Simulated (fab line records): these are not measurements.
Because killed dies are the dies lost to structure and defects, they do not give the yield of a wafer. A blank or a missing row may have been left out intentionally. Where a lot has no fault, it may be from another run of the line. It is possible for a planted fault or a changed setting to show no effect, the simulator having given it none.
fab line records	flow rit-cmos
record: lots: 6	wafers: 18	last-day: 7
route steps=202 shown GATE@94 REOX@98 NLDD@103 M1@202
lots untouched by any fault: they come from a run of this same line in which no faults occurred
start-h: start of the lot's first displayed wafer, in hours after the record's first day	wait-h: hours from the lot's prior step to this one	" repeats the value in the row above	L1.1+2: one row covering several wafers at once	- no value, or no start was given	* or withheld: withheld	< > ~ a bound
route shown NAME@n: NAME is a module with steps in the file, n the number in the route of the first one	usual: the fault-free wafers' mean and standard deviation	same: alike in all rows	chamber/n: place in a boat	sites: readings site by site	_std_site: standard deviation across them	_edge_site: inner sites' mean taken away from outer sites' mean	radius-mm: how far each site lies from the wafer's centre	mask NAME#n: copy n	behind: tool/chamber where the wafer was last shaped	hold: the reason the lot was held/the length of the hold in hours/how it ended	device: whichever transistor did not switch (one of n, p or np)	end of line: the tests these same wafers got at the end of their route	for a step that has no rows: nothing shown but its recipe	killed: dies that structure and defects cost at the first sort, which is not the same as the wafer's yield	map: shows each die of a wafer: x if killed, . if not, _ if none is there
set.NAME: setting as actually run; set.NAME@STEP: the setting as run at that earlier step	model.NAME: the simulator's own value behind a step, which no gauge read
lots seen at some steps along the route; tables by step, rows by wafer
services: from which hour (start-h, from the record's first day; less than 0 if before it) a tool's chamber was out of use, for how many hours, and why
== steps ==
step: RIT_GATE_HARDBAKE_18
recipe: resist: NOVOLAK	temp-c: 140	time-s: 60
step: RIT_GATE_ETCH_19
recipe: chemistry: SF6/CHF3/O2	time-s: 165	SF6_flow_sccm: 30	CHF3_flow_sccm: 30	O2_flow_sccm: 5	target: poly-Si	pressure-mtorr: 40	rf-w: 160	target-depth-a: 3125	over-etch-frac: 0.25	stop-on: SiO2
usual: CHF3_flow_sccm: 30.00/0.087	drypump-motor-current-A: 5.6/0.44	oes-product-au: 0.852/0.014	throttle-valve-pct: 10.12/0.16
same: time-s: 165
lot.wafer	tool	chamber	start-h	wait-h	CHF3_flow_sccm	drypump-motor-current-A	oes-product-au	rf-hours-counter-h	throttle-valve-pct
L453.1	rie-si-02	2	36.82	0.1	30.11	6.3	0.866	123	10.12
L453.2	"	0	"	"	30.19	5.0	0.874	73	10.14
L453.6	"	3	"	"	30.00	5.8	0.843	-	9.93
L463.1	rie-si-02	2	86.36	0.1	30.07	6.3	0.868	124	10.13
L463.4	"	1	"	"	30.04	5.0	0.844	1	10.20
L463.6	"	2	"	"	30.10	6.3	0.864	-	10.13
L471.1	rie-si-02	1	126.84	0.1	29.99	5.0	0.853	2	10.20
L471.2	"	3	"	"	29.99	5.7	0.852	20	9.95
L471.4	"	2	"	"	29.89	6.4	0.871	124	10.14
L472.1	rie-si-01	2	131.70	0.1	30.05	5.3	0.839	89	9.93
L472.2	"	1	"	"	30.11	5.8	0.836	29	9.97
L472.3	"	0	"	"	30.04	5.9	0.875	116	10.44
L473.1	rie-si-02	2	136.35	0.1	29.92	6.3	0.857	124	10.13
L473.5	"	2	"	"	30.08	6.3	0.855	-	10.14
L473.6	"	3	"	"	30.05	5.8	0.831	-	9.93
L474.2	rie-si-01	2	142.68	0.1	30.09	5.3	0.844	89	9.92
L474.3	"	0	"	"	29.98	5.9	0.879	116	10.44
L474.5	"	0	"	"	29.83	5.9	0.873	-	10.44
step: RIT_GATE_STRIP_20
recipe: chemistry: O2	time-s: 180	resist: NOVOLAK	platen-temp-c: withheld	power-w: 500	pressure-mtorr: 4000	o2-flow-sccm: 4000
usual: drypump-motor-current-A: 5.3/0.44	rf-refl-power-W: 6.5/1.4
same: time-s: 180
lot.wafer	tool	chamber	start-h	wait-h	drypump-motor-current-A	rf-hours-counter-h	rf-refl-power-W
L453.1	plasma-asher-04	0	36.93	0.1	5.4	39	8.1
L453.2	"	1	"	"	5.0	39	6.2
L453.6	"	1	"	"	5.0	-	6.2
L463.1	plasma-asher-02	0	86.47	0.1	5.4	29	4.7
L463.4	"	1	"	"	4.8	-	8.2
L463.6	"	0	"	"	5.4	-	4.4
L471.1	plasma-asher-02	1	126.95	0.1	4.8	33	7.6
L471.2	"	0	"	"	5.4	33	4.8
L471.4	"	0	"	"	5.4	-	4.7
L472.1	plasma-asher-04	0	131.80	0.1	5.4	49	8.7
L472.2	"	1	"	"	5.0	49	6.3
L472.3	"	0	"	"	5.4	-	8.5
L473.1	plasma-asher-04	0	136.46	0.1	5.4	50	8.3
L473.5	"	1	"	"	5.1	-	6.3
L473.6	"	0	"	"	5.4	-	8.5
L474.2	plasma-asher-04	0	142.79	0.1	5.4	50	8.6
L474.3	"	0	"	"	5.4	-	8.1
L474.5	"	1	"	"	5.1	-	6.4
step: RIT_GATE_CD_MEAS_90
recipe: target-cd-nm: 150
usual: cd-nm: 149.2/2.7
lot.wafer	tool	chamber	start-h	wait-h	cd-nm
L453.1	cd-sem-01	-	37.10	0.1	152.0
L453.2	"	-	"	"	152.6
L453.6	"	-	"	"	152.2
L463.1	cd-sem-01	-	86.65	0.1	149.2
L463.4	"	-	"	"	149.2
L463.6	"	-	"	"	150.4
L471.1	cd-sem-02	-	127.13	0.1	148.5
L471.2	"	-	"	"	146.5
L471.4	"	-	"	"	144.7
L472.1	cd-sem-01	-	131.98	0.1	151.2
L472.2	"	-	"	"	148.8
L472.3	"	-	"	"	148.1
L473.1	cd-sem-01	-	136.63	0.1	148.4
L473.5	"	-	"	"	148.0
L473.6	"	-	"	"	150.1
L474.2	cd-sem-02	-	142.99	0.1	144.6
L474.3	"	-	"	"	145.1
L474.5	"	-	"	"	143.1
step: RIT_REOX_CLEAN_00
recipe: chemistry: SC1	mix: 3:3:50	time-s: 600	temp-c: 75
step: RIT_REOX_CLEAN_01
recipe: chemistry: dHF	dilution: 50:1	time-s: 30
step: RIT_REOX_CLEAN_02
recipe: chemistry: SC2	mix: 3:3:50	time-s: 600	temp-c: 75	dry: n2-spin
step: RIT_REOX_OXIDATION_03
recipe: temp-c: 900	ambient: O2	target-thk-a: 252	ox-time-s: 5580
step: RIT_REOX_THK_MEAS_04
recipe: reads: SiO2_of_REOX_OXIDATION_03
usual: REOX_OXIDE_THK: 25.3/0.35
lot.wafer	tool	chamber	start-h	wait-h	REOX_OXIDE_THK[nm]
L453.1	film-metro-03	-	40.39	0.0	24.9
L453.2	"	-	"	"	25.1
L453.6	"	-	"	"	25.6
L463.1	film-metro-04	-	89.68	0.0	24.8
L463.4	"	-	"	"	25.4
L463.6	"	-	"	"	25.3
L471.1	film-metro-03	-	130.62	0.0	25.5
L471.2	"	-	"	"	25.5
L471.4	"	-	"	"	25.2
L472.1	film-metro-04	-	135.02	0.0	25.3
L472.2	"	-	"	"	25.6
L472.3	"	-	"	"	25.7
L473.1	film-metro-04	-	140.92	0.0	24.8
L473.5	"	-	"	"	24.6
L473.6	"	-	"	"	24.8
L474.2	film-metro-01	-	146.01	0.0	25.5
L474.3	"	-	"	"	25.8
L474.5	"	-	"	"	25.8
step: RIT_NLDD_HMDS_00
recipe: prime-time-s: 60	prime-temp-c: 140
step: RIT_NLDD_COAT_01
recipe: resist: NOVOLAK	spin-rpm: 3250	resist-thk-nm: 1000
step: RIT_NLDD_SOFTBAKE_02
recipe: resist: NOVOLAK	temp-c: 90	time-s: 60
step: RIT_NLDD_EXPOSE_03
recipe: mask-id: M7	na: 0.57	target-cd-nm: 40700	dose-mj: 250
lot.wafer	tool	chamber	start-h	wait-h	mask	model.NLDD.overlay-x-nm
L453.1+2+6	iline-stepper-01	0	41.03	0.2	M7#0	-0.4809
L463.1+4+6	iline-stepper-02	0	90.32	0.2	M7#0	0.2924
L471.1+2+4	iline-stepper-02	0	131.26	0.2	M7#0	-0.292
L472.1+2+3	iline-stepper-01	0	135.65	0.2	M7#0	-180.2
L473.1+5+6	iline-stepper-01	0	141.43	0.1	M7#0	-180.2
L474.2+3+5	iline-stepper-02	0	146.66	0.2	M7#0	-0.1621
step: RIT_NLDD_PEB_04
recipe: resist: NOVOLAK	temp-c: withheld	time-s: withheld
step: RIT_NLDD_DEVELOP_05
recipe: resist: NOVOLAK	develop-time-s: 50	dev-temp-c: 23
step: RIT_NLDD_OVL_MEAS_06
usual: NLDD_OVL: 0.1/1.5
lot.wafer	tool	chamber	start-h	wait-h	NLDD_OVL[nm]
L453.1	overlay-02	-	41.43	-	-0.1
L453.2	"	-	"	"	-1.7
L453.6	"	-	"	"	-1.4
L463.1	overlay-02	-	90.72	-	0.2
L463.4	"	-	"	"	1.1
L463.6	"	-	"	"	1.0
L471.1	overlay-02	-	131.66	-	0.4
L471.2	"	-	"	"	0.6
L471.4	"	-	"	"	0.2
L472.1	overlay-01	-	136.05	-	-182.2
L472.2	"	-	"	"	-180.6
L472.3	"	-	"	"	-180.9
L473.1	overlay-01	-	141.83	-	-183.0
L473.5	"	-	"	"	-179.8
L473.6	"	-	"	"	-181.4
L474.2	overlay-01	-	147.04	-	-0.5
L474.3	"	-	"	"	0.9
L474.5	"	-	"	"	-1.1
step: RIT_NLDD_HARDBAKE_07
recipe: resist: NOVOLAK	temp-c: 140	time-s: 60
step: RIT_M1_PROBE_99
usual: killed-at-contacts: 0.1/0.35	killed-at-front-end: 6.6/2.7	killed-dies: 6.7/2.8	killed-open: 3.4/2.1	killed-short: 3.3/1.8
same: gross-dies: 264	killed_at_M0_to_M3: 0	killed_at_M4_up: 0	killed-at-back-side: 0	killed-at-other: 0
lot.wafer	tool	chamber	start-h	wait-h	killed-at-contacts	killed-at-front-end	killed-dies	killed-open	killed-short	model.etest.nldd.width-nm
L453.1	prober-02	-	57.97	0.1	0	7	7	4	3	3195
L453.2	prober-02	-	58.02	0.1	0	3	3	3	0	3190
L453.6	prober-02	-	58.22	0.2	1	5	6	2	4	3182
L463.1	prober-02	-	106.41	0.1	0	3	3	0	3	3174
L463.4	prober-02	-	106.56	0.2	0	8	8	2	6	3154
L463.6	prober-02	-	106.66	0.2	0	7	7	2	5	3160
L471.1	prober-02	-	148.01	0.1	0	4	4	1	3	3145
L471.2	prober-02	-	148.06	0.1	0	6	6	3	3	3166
L471.4	prober-02	-	148.16	0.2	0	3	3	2	1	3132
L472.1	prober-01	-	151.66	0.1	0	2	2	1	1	3072
L472.2	prober-01	-	151.71	0.1	0	6	6	2	4	3084
L472.3	prober-01	-	151.76	0.2	0	6	6	4	2	3083
L473.1	prober-02	-	157.23	0.1	0	6	6	4	2	3084
L473.5	prober-02	-	157.43	0.2	0	10	10	4	6	3080
L473.6	prober-02	-	157.48	0.2	0	8	8	2	6	3084
L474.2	prober-01	-	163.72	0.1	0	4	4	3	1	3159
L474.3	prober-01	-	163.77	0.2	0	5	5	2	3	3156
L474.5	prober-01	-	163.87	0.2	0	3	3	0	3	3150
killed by level:class
L453.1 REOX:geometric-particle:open=2 FOX1:geometric-particle:open=1 FOX2:geometric-particle:short=1 GATE:geometric-particle:open=1 GATE:geometric-particle:short=1 SPACER:geometric-particle:short=1
L453.2 FOX2:geometric-particle:open=1 GATE:geometric-particle:open=1 SILICIDE:geometric-particle:open=1
L453.6 FOX2:geometric-particle:short=1 GATE:geometric-particle:open=1 REOX:geometric-particle:short=1 SPACER:geometric-particle:open=1 SILICIDE:geometric-particle:short=1 CONTACT:geometric-particle:short=1
L463.1 ACTIVE:geometric-particle:short=1 GATE:geometric-particle:short=1 SPACER:geometric-particle:short=1
L463.4 SPACER:geometric-particle:short=3 FOX1:geometric-particle:open=1 FOX2:geometric-particle:short=1 GATE:geometric-particle:open=1 GATE:geometric-particle:short=1 REOX:geometric-particle:short=1
L463.6 GATE:geometric-particle:short=3 FOX2:geometric-particle:short=1 FOX2:geometric-particle:open=1 REOX:geometric-particle:short=1 REOX:geometric-particle:open=1
L471.1 SPACER:geometric-particle:short=1 SILICIDE:geometric-particle:short=1 SILICIDE:geometric-particle:open=1 STARTING-WAFER:geometric-particle:short=1
L471.2 FOX1:geometric-particle:open=1 GATE:geometric-particle:short=1 GATE:geometric-particle:open=1 SPACER:geometric-particle:short=1 SPACER:geometric-particle:open=1 SILICIDE:geometric-particle:short=1
L471.4 GATE:geometric-particle:open=2 GATE:geometric-particle:short=1
L472.1 GATE:geometric-particle:short=1 REOX:geometric-particle:open=1
L472.2 GATE:geometric-particle:short=3 GATE:geometric-particle:open=2 SPACER:geometric-particle:short=1
L472.3 GATE:geometric-particle:short=2 GATE:geometric-particle:open=2 FOX1:geometric-particle:open=1 SPACER:geometric-particle:open=1
L473.1 SILICIDE:geometric-particle:open=3 GATE:geometric-particle:short=2 FOX2:geometric-particle:open=1
L473.5 GATE:geometric-particle:short=3 FOX1:geometric-particle:open=2 GATE:geometric-particle:open=2 SPACER:geometric-particle:short=2 FOX2:geometric-particle:short=1
L473.6 FOX1:geometric-particle:short=3 FOX2:geometric-particle:short=1 GATE:geometric-particle:open=1 GATE:geometric-particle:short=1 REOX:geometric-particle:short=1 SILICIDE:geometric-particle:open=1
L474.2 GATE:geometric-particle:open=2 GATE:geometric-particle:short=1 REOX:geometric-particle:open=1
L474.3 FOX2:geometric-particle:short=1 GATE:geometric-particle:short=1 GATE:geometric-particle:open=1 REOX:geometric-particle:short=1 SPACER:geometric-particle:open=1
L474.5 GATE:geometric-particle:short=2 SILICIDE:geometric-particle:short=1
== services ==
tool	chamber	start-h	hours	kind
iline-stepper-01	-	16.77	1.8	repair
iline-stepper-02	-	23.72	1.7	pm
plasma-asher-02	-	29.96	0.8	repair
iline-stepper-01	-	75.45	5.2	repair
iline-stepper-02	0	76.45	-	calibration
rie-si-02	-	110.61	0.2	repair
rie-si-02	1	118.40	5.4	repair
rie-si-01	3	130.10	6.5	repair
iline-stepper-01	0	140.42	-	calibration
rie-si-01	3	140.70	2.2	repair
== key ==
first-sign: step: RIT_NLDD_OVL_MEAS_06	reading: NLDD_OVL	direction: down	sigmas: 99+	usual: 0.1	struck: -181.3
effect none on later readings
model-effect: step: RIT_NLDD_EXPOSE_03	value: NLDD.overlay-x-nm	without: -0.1991	struck: -180.2
model-effect: step: RIT_M1_PROBE_99	value: etest.nldd.width-nm	without: 3179	struck: 3081
met-at RIT_NLDD_EXPOSE_03
struck-wafers L472.1,L472.2,L472.3,L473.1,L473.5,L473.6
tester-left-out L472,L473
onset-between 41.03 135.65
fault: kind: scanner-matching-overlay	tool: iline-stepper-01	chamber: -	onset-h: 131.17	steps: RIT_NLDD_EXPOSE_03	offset: -180
tester-left-out: of these lots the tester's yield and bins aren't shown, on N5 and GAA mostly nor the transistor test; their killed dies are dies lost to structure and defects alone, not to doping, threshold or leakage, so they don't give the yield
